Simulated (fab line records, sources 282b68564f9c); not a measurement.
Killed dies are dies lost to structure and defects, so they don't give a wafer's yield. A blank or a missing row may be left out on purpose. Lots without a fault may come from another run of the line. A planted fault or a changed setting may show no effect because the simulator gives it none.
One fault seen from 2 desks | flow rit_cmos | each desk has only its own numbers; what lay behind them comes last

THE TOOL OWNER'S DESK: plasma_asher-04
The tool's own readings at RIT_NWELL_STRIP_09 (strips in O2, time 180 s): means of the sampled wafers that have a number, for each lot that ran on this tool. A lot is out of limits, marked OUT, if its mean lies more than 4 standard deviations from the usual mean; the brackets give that distance.
Columns: A = chamber_pressure_mTorr at RIT_NWELL_STRIP_09, usual 4000 mTorr; B = drypump_motor_current_A at RIT_NWELL_STRIP_09, usual 5.6 A
lot  | first seen here | A    | B
L861 | day 4 07:47     | 4000 | 5.4
L865 | day 5 02:13     | 4003 | 5.4
L868 | day 5 16:13     | 4002 | 5.0
L869 | day 5 21:26     | 4000 | 6.2
L870 | day 6 01:04     | 3998 | 5.8
This desk's finding: nothing out of limits on any of the 5 lots.

THE METROLOGY DESK
What the gauges read, lot by lot, whatever tool the lot ran on: means of the sampled wafers that have a number. A lot is out of limits, marked OUT, if its mean lies more than 4 standard deviations from the usual mean; the brackets give that distance.
Columns: A = PWELL_TW at RIT_PWELL_TW_MEAS_10, usual 946
lot  | first seen here | A
L850 | day 1 23:55     | 942
L851 | day 2 03:29     | 944
L852 | day 2 08:50     | 949
L856 | day 3 04:26     | 30 (-99 or more) OUT
L857 | day 3 09:22     | 30 (-99 or more) OUT
L861 | day 4 09:38     | 937
L862 | day 4 11:25     | 954
L865 | day 5 04:04     | 946
L866 | day 5 08:07     | 945
L867 | day 5 12:52     | 941
L868 | day 5 17:56     | 945
L869 | day 5 23:17     | 951
L870 | day 6 02:47     | 940
L872 | day 6 13:36     | 937
This desk's finding: out of limits on L856, L857; first on L856, day 3 04:26 (PWELL_TW at RIT_PWELL_TW_MEAS_10). In limits: L850, L851, L852, L861, L862, L865, L866, L867, L868, L869, L870, L872.

PUT TOGETHER
The metrology desk could have raised an alarm at day 3 04:26, on L856, L857.
The tool owner's desk saw nothing out of limits.
The tool owner's desk has no number on record for L856, L857.
Of the lots named, all ran RIT_NWELL_STRIP_09 on plasma_asher-04.

WHAT THE SIMULATOR HAD PUT IN
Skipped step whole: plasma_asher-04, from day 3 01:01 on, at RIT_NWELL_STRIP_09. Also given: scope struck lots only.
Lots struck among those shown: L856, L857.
Hours from the fault's start to each desk's first reading out of limits: the metrology desk, 3.
